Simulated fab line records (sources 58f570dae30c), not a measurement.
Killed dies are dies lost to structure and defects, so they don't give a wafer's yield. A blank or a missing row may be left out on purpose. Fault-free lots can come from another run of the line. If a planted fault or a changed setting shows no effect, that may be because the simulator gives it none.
Which of the tools did it? || flow berkeley cmos170 || 14 lots with 42 wafers sampled at 3 steps, on a route of 331 steps

## WHAT EACH GAUGE READ, for each wafer
UCB170_V2_CD_MEAS_90 targets a cd of 700 nm.
{"lot": "L331", "measured": "day 7 13:24", "on": "cd sem-02", "cd nm (nm)": "701.5 700.2 699.2"}
{"lot": "L333", "measured": "day 8 00:10", "on": "cd sem-02", "cd nm (nm)": "699.9 699.9 702.3"}
{"lot": "L335", "measured": "day 8 08:54", "on": "cd sem-02", "cd nm (nm)": "699.1 699.3 699.5"}
{"lot": "L336", "measured": "day 8 19:31", "on": "cd sem-01", "cd nm (nm)": "703.0 702.6 703.0"}
{"lot": "L337", "measured": "day 8 22:50", "on": "cd sem-01", "cd nm (nm)": "701.4 702.5 702.5"}
{"lot": "L339", "measured": "day 9 08:59", "on": "cd sem-01", "cd nm (nm)": "701.6 703.9 701.4"}
{"lot": "L338", "measured": "day 9 09:35", "on": "cd sem-01", "cd nm (nm)": "703.5 699.8 702.0"}
{"lot": "L340", "measured": "day 9 09:50", "on": "cd sem-01", "cd nm (nm)": "698.4 699.8 699.3"}
{"lot": "L343", "measured": "day 9 23:47", "on": "cd sem-01", "cd nm (nm)": "699.8 699.6 699.8"}
{"lot": "L342", "measured": "day 10 00:49", "on": "cd sem-01", "cd nm (nm)": "699.2 699.2 698.6"}
{"lot": "L347", "measured": "day 11 01:17", "on": "cd sem-01", "cd nm (nm)": "701.0 700.6 700.0"}
{"lot": "L346", "measured": "day 11 01:53", "on": "cd sem-01", "cd nm (nm)": "696.6 695.8 697.0"}
{"lot": "L351", "measured": "day 11 21:35", "on": "cd sem-01", "cd nm (nm)": "699.8 699.5 699.9"}
{"lot": "L354", "measured": "day 12 12:56", "on": "cd sem-01", "cd nm (nm)": "700.1 701.3 701.0"}

## TOOL THAT RAN EACH LOT (tool first, then ch and the chambers of the sampled wafers, then the start)
{"lot": "L331", "UCB170_M2_ETCH_17": "rie diel-03 ch 0,1, day 7 10:17", "UCB170_V2_CMP_02": "cmp-02 ch 0,2,3, day 7 10:58"}
{"lot": "L333", "UCB170_M2_ETCH_17": "rie diel-03 ch 0,2, day 7 21:10", "UCB170_V2_CMP_02": "cmp-01 ch 0,2,3, day 7 22:07"}
{"lot": "L335", "UCB170_M2_ETCH_17": "rie diel-04 ch 0,1, day 8 06:00", "UCB170_V2_CMP_02": "cmp-01 ch 1,2,3, day 8 06:40"}
{"lot": "L336", "UCB170_M2_ETCH_17": "rie diel-01 ch 1,2,3, day 8 16:51", "UCB170_V2_CMP_02": "cmp-01 ch 0,1,2, day 8 17:31"}
{"lot": "L337", "UCB170_M2_ETCH_17": "rie diel-04 ch 0,2,3, day 8 19:38", "UCB170_V2_CMP_02": "cmp-02 ch 0,1,2, day 8 20:18"}
{"lot": "L339", "UCB170_M2_ETCH_17": "rie diel-01 ch 0,1,2, day 9 06:22", "UCB170_V2_CMP_02": "cmp-02 ch 2,3, day 9 07:02"}
{"lot": "L338", "UCB170_M2_ETCH_17": "rie diel-03 ch 0,2,3, day 9 06:34", "UCB170_V2_CMP_02": "cmp-01 ch 1,3, day 9 07:17"}
{"lot": "L340", "UCB170_M2_ETCH_17": "rie diel-04 ch 0,2,3, day 9 06:51", "UCB170_V2_CMP_02": "cmp-02 ch 0,1, day 9 07:34"}
{"lot": "L343", "UCB170_M2_ETCH_17": "rie diel-01 ch 0,3, day 9 21:06", "UCB170_V2_CMP_02": "cmp-01 ch 1,3, day 9 21:49"}
{"lot": "L342", "UCB170_M2_ETCH_17": "rie diel-04 ch 1,2,3, day 9 22:11", "UCB170_V2_CMP_02": "cmp-02 ch 0,1,3, day 9 22:57"}
{"lot": "L347", "UCB170_M2_ETCH_17": "rie diel-04 ch 0,1,3, day 10 22:29", "UCB170_V2_CMP_02": "cmp-01 ch 1,2,3, day 10 23:16"}
{"lot": "L346", "UCB170_M2_ETCH_17": "rie diel-03 ch 0,1,3, day 10 23:10", "UCB170_V2_CMP_02": "cmp-02 ch 0,2, day 10 23:50"}
{"lot": "L351", "UCB170_M2_ETCH_17": "rie diel-03 ch 0,1, day 11 18:52", "UCB170_V2_CMP_02": "cmp-01 ch 0,1,3, day 11 19:35"}
{"lot": "L354", "UCB170_M2_ETCH_17": "rie diel-01 ch 0,3, day 12 10:04", "UCB170_V2_CMP_02": "cmp-02 ch 0,1,3, day 12 10:53"}
- UCB170_M2_ETCH_17: etches BARC in N2/H2.
- UCB170_V2_CMP_02: polishes SiO2.

## WHAT THE TOOLS THEMSELVES READ (means of the sampled wafers that have a number; where no wafer has one, the mark that the record gives instead)
UCB170_M2_ETCH_17.
{"lot": "L331", "tool": "rie diel-03", "drypump motor current A (A)": 5.9, "oes product au (a.u.)": 0.993, "rf fwd power W (W)": 493.9, "throttle valve pct (%)": 13.10}
{"lot": "L333", "tool": "rie diel-03", "drypump motor current A (A)": 5.3, "oes product au (a.u.)": 0.995, "rf fwd power W (W)": 495.6, "throttle valve pct (%)": 13.24}
{"lot": "L335", "tool": "rie diel-04", "drypump motor current A (A)": 5.1, "oes product au (a.u.)": 1.006, "rf fwd power W (W)": 496.8, "throttle valve pct (%)": 13.28}
{"lot": "L336", "tool": "rie diel-01", "drypump motor current A (A)": 5.3, "oes product au (a.u.)": 1.011, "rf fwd power W (W)": 494.5, "throttle valve pct (%)": 13.22}
{"lot": "L337", "tool": "rie diel-04", "drypump motor current A (A)": 5.3, "oes product au (a.u.)": 1.007, "rf fwd power W (W)": 494.5, "throttle valve pct (%)": 13.22}
{"lot": "L339", "tool": "rie diel-01", "drypump motor current A (A)": 5.3, "oes product au (a.u.)": 1.004, "rf fwd power W (W)": 494.0, "throttle valve pct (%)": 13.33}
{"lot": "L338", "tool": "rie diel-03", "drypump motor current A (A)": 5.8, "oes product au (a.u.)": 1.002, "rf fwd power W (W)": 494.2, "throttle valve pct (%)": 13.18}
{"lot": "L340", "tool": "rie diel-04", "drypump motor current A (A)": 5.3, "oes product au (a.u.)": 1.005, "rf fwd power W (W)": 495.8, "throttle valve pct (%)": 13.21}
{"lot": "L343", "tool": "rie diel-01", "drypump motor current A (A)": 5.8, "oes product au (a.u.)": 0.995, "rf fwd power W (W)": 492.4, "throttle valve pct (%)": 13.23}
{"lot": "L342", "tool": "rie diel-04", "drypump motor current A (A)": 5.4, "oes product au (a.u.)": 1.005, "rf fwd power W (W)": 495.4, "throttle valve pct (%)": 13.32}
{"lot": "L347", "tool": "rie diel-04", "drypump motor current A (A)": 5.1, "oes product au (a.u.)": 1.005, "rf fwd power W (W)": 494.6, "throttle valve pct (%)": 13.30}
{"lot": "L346", "tool": "rie diel-03", "drypump motor current A (A)": 5.9, "oes product au (a.u.)": 1.001, "rf fwd power W (W)": 495.9, "throttle valve pct (%)": 13.12}
{"lot": "L351", "tool": "rie diel-03", "drypump motor current A (A)": 5.9, "oes product au (a.u.)": 0.994, "rf fwd power W (W)": 494.7, "throttle valve pct (%)": 13.11}
{"lot": "L354", "tool": "rie diel-01", "drypump motor current A (A)": 5.8, "oes product au (a.u.)": 0.998, "rf fwd power W (W)": 493.2, "throttle valve pct (%)": 13.23}

UCB170_V2_CMP_02.
{"lot": "L331", "tool": "cmp-02", "motor current A (A)": 16.7, "slurry filter dp kPa (kPa)": 13.68}
{"lot": "L333", "tool": "cmp-01", "motor current A (A)": 14.4, "slurry filter dp kPa (kPa)": 13.52}
{"lot": "L335", "tool": "cmp-01", "motor current A (A)": 14.1, "slurry filter dp kPa (kPa)": 13.58}
{"lot": "L336", "tool": "cmp-01", "motor current A (A)": 14.9, "slurry filter dp kPa (kPa)": 13.48}
{"lot": "L337", "tool": "cmp-02", "motor current A (A)": 15.2, "slurry filter dp kPa (kPa)": 13.52}
{"lot": "L339", "tool": "cmp-02", "motor current A (A)": 18.0, "slurry filter dp kPa (kPa)": 13.54}
{"lot": "L338", "tool": "cmp-01", "motor current A (A)": 12.8, "slurry filter dp kPa (kPa)": 13.53}
{"lot": "L340", "tool": "cmp-02", "motor current A (A)": 15.4, "slurry filter dp kPa (kPa)": 13.54}
{"lot": "L343", "tool": "cmp-01", "motor current A (A)": 12.9, "slurry filter dp kPa (kPa)": 13.58}
{"lot": "L342", "tool": "cmp-02", "motor current A (A)": 17.9, "slurry filter dp kPa (kPa)": 13.49}
{"lot": "L347", "tool": "cmp-01", "motor current A (A)": 13.6, "slurry filter dp kPa (kPa)": 13.49}
{"lot": "L346", "tool": "cmp-02", "motor current A (A)": 14.6, "slurry filter dp kPa (kPa)": 13.42}
{"lot": "L351", "tool": "cmp-01", "motor current A (A)": 14.0, "slurry filter dp kPa (kPa)": 13.51}
{"lot": "L354", "tool": "cmp-02", "motor current A (A)": 17.2, "slurry filter dp kPa (kPa)": 13.54}

## THE ANSWER, worked out from the rows above alone
Rule: what is usual is taken from the lots themselves. Put in order of their means at a reading, lots are off if they are a third of the lots or fewer, leave a main group of 4 or more, and stand apart from it by a gap of 3 or more times the standard deviation of the main group's means; of several such gaps the widest counts. A main group whose means are all the same, to the digits that the tables above print for the reading, isn't used. A lot without any number at a reading at which 4 lots or more have one is off too. Where the step has rows for the other lots, those lots are counted as sound. The gauges are gone through in route order, then the tools' own readings, and for those a lot's mean is taken as printed above. At the first step where some lot is off, the reading lying furthest off is the one used; lots without a number count as furthest.
No lot is off on any of the readings shown, so nothing can be concluded from this.

## WHAT THE SIMULATOR HAD PUT IN
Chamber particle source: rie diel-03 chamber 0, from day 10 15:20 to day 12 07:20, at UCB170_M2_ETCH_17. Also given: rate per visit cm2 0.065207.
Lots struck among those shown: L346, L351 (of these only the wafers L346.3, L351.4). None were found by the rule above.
